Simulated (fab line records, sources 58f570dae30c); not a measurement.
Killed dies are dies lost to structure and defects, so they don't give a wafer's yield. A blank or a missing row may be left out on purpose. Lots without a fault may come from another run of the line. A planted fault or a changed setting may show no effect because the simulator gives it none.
A struck lot beside a sound one | flow berkeley_cmos170 | 16 steps out of a route of 331
Sound: wafers L430.1, L430.2, L430.3. Struck: wafers L435.1, L435.3. (L435.6 of the same lot was not struck and is left out.) The cause comes at the end.
At each step with rows: each side's tool, then ch and its chambers, then its first start. Under that, the readings that differ: sound wafers | struck wafers | difference of the means | sigmas: that difference in standard deviations of wafers without a fault.
alike: readings whose means differ by less than 2 such deviations, and words and numbers that are the same on both sides. not compared: withheld readings, readings that some wafer has no value for, bounds like >300 that may hide the same value, and numbers for which the record gives no deviation and whose values overlap.
The two part at a step that has a row with sigmas, a row that says differs or no value, or rows on one side only. Numbers that don't overlap but have no deviation are shown without sigmas and don't part them. A reading that every wafer of one side lacks parts them only if that side has two wafers or more.

first, 1 step without rows for these wafers: UCB170_M2_SOFTBAKE_06 (time 60 s).
UCB170_M2_STRIP_07: strips in O2.
  sound on plasma_asher-03 ch 0,1, day 7 23:14; struck on plasma_asher-04 ch 0, day 9 06:41
  alike: drypump_motor_current_A, oes_product_au, strip_time_to_endpoint_s
  not compared: rf_hours_counter_h
then, 7 steps without rows for these wafers: UCB170_M2_STRIP_08 (strips KrF in DMSO, time 600 s); UCB170_M2_COAT_09; UCB170_M2_COAT_10 (resist thk 900 nm); UCB170_M2_SOFTBAKE_11 (time 60 s); UCB170_M2_EXPOSE_12 (exposes mask METAL2, target cd 700 nm); UCB170_M2_PEB_13; UCB170_M2_DEVELOP_14 (develop time 45 s).
UCB170_M2_CD_MEAS_15: target cd 700 nm.
  sound on cd_sem-01, day 8 00:25; struck on cd_sem-02, day 9 08:06
  reading    | sound             | struck      | difference | sigmas
  cd_nm (nm) | 698.8 699.6 699.3 | 701.6 702.2 | +2.7       | +2
UCB170_M2_OVL_MEAS_16:
  sound on overlay-01, day 8 00:32; struck on overlay-01, day 9 08:13
  alike: M2_OVL
UCB170_M2_ETCH_17: etches BARC in N2/H2.
  sound on rie_diel-01 ch 0,2,3, day 8 00:34; struck on rie_diel-04 ch 0,3, day 9 08:15
  alike: drypump_motor_current_A, oes_product_au, throttle_valve_pct
UCB170_M2_METAL_ETCH_18: etches Al in Cl2/BCl3, stops on SiO2, target depth 1170 nm, time 195 s.
  sound on rie_metal-03 ch 0,1, day 8 00:37; struck on rie_metal-02 ch 0, day 9 08:18
  reading                             | sound             | struck      | difference | sigmas
  model.KrF_of_M2_COAT_10.thk_nm (nm) | 191.9 204.9 196.8 | 351 351     | +153       |
  model.SiO2_of_V1_CVD_00.thk_nm (nm) | 937.2 938.3 935.9 | 949.1 947.7 | +11.3      |
  model.M2.cd_nm (nm)                 | 699.2 698.5 699.6 | 715.8 714.7 | +16.1      |
  alike: drypump_motor_current_A, oes_product_au, throttle_valve_pct
  not compared: rf_hours_counter_h
UCB170_M2_STRIP_19: strips in O2.
  sound on plasma_asher-04 ch 0,1, day 8 00:48; struck on plasma_asher-03 ch 0,1, day 9 08:29
  reading               | sound             | struck      | difference | sigmas
  oes_product_au (a.u.) | 0.517 0.536 0.535 | 0.677 0.685 | +0.152     | +9
  alike: drypump_motor_current_A
  not compared: rf_hours_counter_h
UCB170_M2_CD_MEAS_90: target cd 700 nm.
  sound on cd_sem-01, day 8 00:54; struck on cd_sem-01, day 9 08:35
  reading    | sound       | struck  | difference | sigmas
  cd_nm (nm) | 699 699 700 | 716 715 | +16        | +4
UCB170_V2_CVD_00: deposits SiO2 from TEOS/O2, target thk 2000 nm, time 250 s.
  sound on pecvd-02 ch 0,1,2, day 8 01:01; struck on pecvd-02 ch 0, day 9 08:42
  alike: heater_power_w

WHERE THEY PART
First at UCB170_M2_CD_MEAS_15; last, within this record, at UCB170_M2_CD_MEAS_90. Later steps at which nothing parts them and some readings are alike: UCB170_V2_CVD_00.

WHY: what the simulator had put in
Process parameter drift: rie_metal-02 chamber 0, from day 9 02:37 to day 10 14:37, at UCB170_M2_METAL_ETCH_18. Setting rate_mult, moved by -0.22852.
